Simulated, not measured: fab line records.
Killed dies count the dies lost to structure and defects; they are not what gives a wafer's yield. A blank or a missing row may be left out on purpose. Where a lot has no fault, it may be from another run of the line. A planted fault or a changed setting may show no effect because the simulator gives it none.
A struck lot beside a sound one || flow rit_cmos || 15 steps out of a route of 202
Sound: these wafers, L259.3, L259.4, L259.6. Struck: wafer L266.6. (L266.3, L266.4 of the same lot were not struck and are left out.) The cause comes at the end.
At each step with rows: each side's tool, then ch and its chambers, then its first start. Under that, the readings that differ: sound wafers || struck wafers || difference of the means || sigmas: that difference in standard deviations of wafers without a fault.
alike: a reading whose means differ by less than 2 such deviations, as well as words and numbers matching on both sides. not compared: withheld readings; readings where some wafer has no value; bounds like >300 that might hide an equal value; numbers whose values overlap and for which the record gives no deviation.
The two part at a step that has a row with sigmas, a row that says differs or no value, or rows on one side only. Non-overlapping numbers with no deviation appear without sigmas and do not part them. Lack of a reading on every wafer of one side parts them only where that side has two or more wafers.

RIT_GATE_THK_MEAS_07:
  struck on film_metro-01, day 4 01:22; sound on film_metro-01, day 2 09:40
  alike: GATE_OXIDE_THK
then, 1 step without rows for these wafers: RIT_GATE_CVD_08 (deposits poly-Si from SiH4, target thk 250 nm, time 2220 s).
RIT_GATE_THK_MEAS_09:
  struck on film_metro-01, day 4 03:02; sound on film_metro-02, day 2 11:20
  alike: GATE_POLY_THK
then, 6 steps without rows for these wafers: RIT_GATE_HMDS_10 (prime time 60 s); RIT_GATE_COAT_11 (resist thk 841 nm); RIT_GATE_SOFTBAKE_12 (time 60 s); RIT_GATE_EXPOSE_13 (exposes mask M6, target cd 150 nm); RIT_GATE_PEB_14; RIT_GATE_DEVELOP_15 (develop time 50 s).
RIT_GATE_CD_MEAS_16 targets a cd of 150 nm.
  struck on cd_sem-01, day 4 04:06; sound on cd_sem-02, day 2 12:16
  alike: cd_nm
RIT_GATE_OVL_MEAS_17:
  struck on overlay-01, day 4 04:11; sound on overlay-02, day 2 12:22
{"reading": "GATE_OVL (nm)", "sound": "4.2 3.7 1.6", "struck": -0.3, "difference": -3.5, "sigmas": -3}
then, 1 step without rows for these wafers: RIT_GATE_HARDBAKE_18 (time 60 s).
RIT_GATE_ETCH_19: etches poly-Si in SF6/CHF3/O2, stops on SiO2, time 165 s, target depth 312.5 nm.
  sound on rie_si-02 ch 2,3, day 2 12:32; struck on rie_si-01 ch 0, day 4 04:22
{"reading": "model.NOVOLAK_of_GATE_COAT_11.thk_nm (nm)", "sound": "666.9 666.8 667.5", "struck": 630.3, "difference": -36.8, "sigmas": ""}
  alike: drypump_motor_current_A, oes_product_au, throttle_valve_pct
  not compared: rf_hours_counter_h
RIT_GATE_STRIP_20: strips in O2, time 180 s.
  sound on plasma_asher-01 ch 0,1, day 2 12:43; struck on plasma_asher-01 ch 1, day 4 04:32
  alike: drypump_motor_current_A
  not compared: rf_hours_counter_h
RIT_M1_PROBE_99:
  struck on prober-01, day 5 03:06; sound on prober-01, day 3 10:33
{"reading": "killed_at_front_end", "sound": "5 2 8", "struck": 14, "difference": "+9", "sigmas": "+3"}
{"reading": "killed_dies", "sound": "6 2 8", "struck": 14, "difference": "+9", "sigmas": "+3"}
{"reading": "killed_short", "sound": "3 1 3", "struck": 9, "difference": "+7", "sigmas": "+3"}
{"reading": "model.etest.pmos_turned.r_on_ohm_um", "sound": "3300 3375 3353", "struck": 2931, "difference": -412, "sigmas": ""}
{"reading": "model.etest.pmos_0p3.r_on_ohm_um", "sound": "6192 6187 6213", "struck": 5925, "difference": -272, "sigmas": ""}
{"reading": "model.etest.pmos_0p15.r_on_ohm_um", "sound": "2657 2684 2715", "struck": 2374, "difference": -311, "sigmas": ""}
{"reading": "model.etest.pmos_0p15.drive_ua_um", "sound": "269.8 266.8 266", "struck": 313.9, "difference": "+46.4", "sigmas": ""}
{"reading": "model.etest.pwell_pinched.rs_ohm_sq", "sound": "451.7 460.6 458", "struck": 498.1, "difference": "+41.3", "sigmas": ""}
{"reading": "model.etest.pmos_turned.drive_ua_um", "sound": "202.3 197.8 202.8", "struck": 238.9, "difference": "+37.9", "sigmas": ""}
{"reading": "model.etest.nwell_pinched.rs_ohm_sq", "sound": "349.6 349.8 354.3", "struck": 375.8, "difference": "+24.6", "sigmas": ""}
{"reading": "model.etest.nmos_turned.drive_ua_um", "sound": "334.3 322 336.2", "struck": 343.5, "difference": "+12.7", "sigmas": ""}
  alike: killed_at_M0_to_M3, killed_at_contacts, killed_open

## WHERE THEY PART
First at RIT_GATE_OVL_MEAS_17; last, within this record, at RIT_M1_PROBE_99.

WHY: the cause the simulator had injected
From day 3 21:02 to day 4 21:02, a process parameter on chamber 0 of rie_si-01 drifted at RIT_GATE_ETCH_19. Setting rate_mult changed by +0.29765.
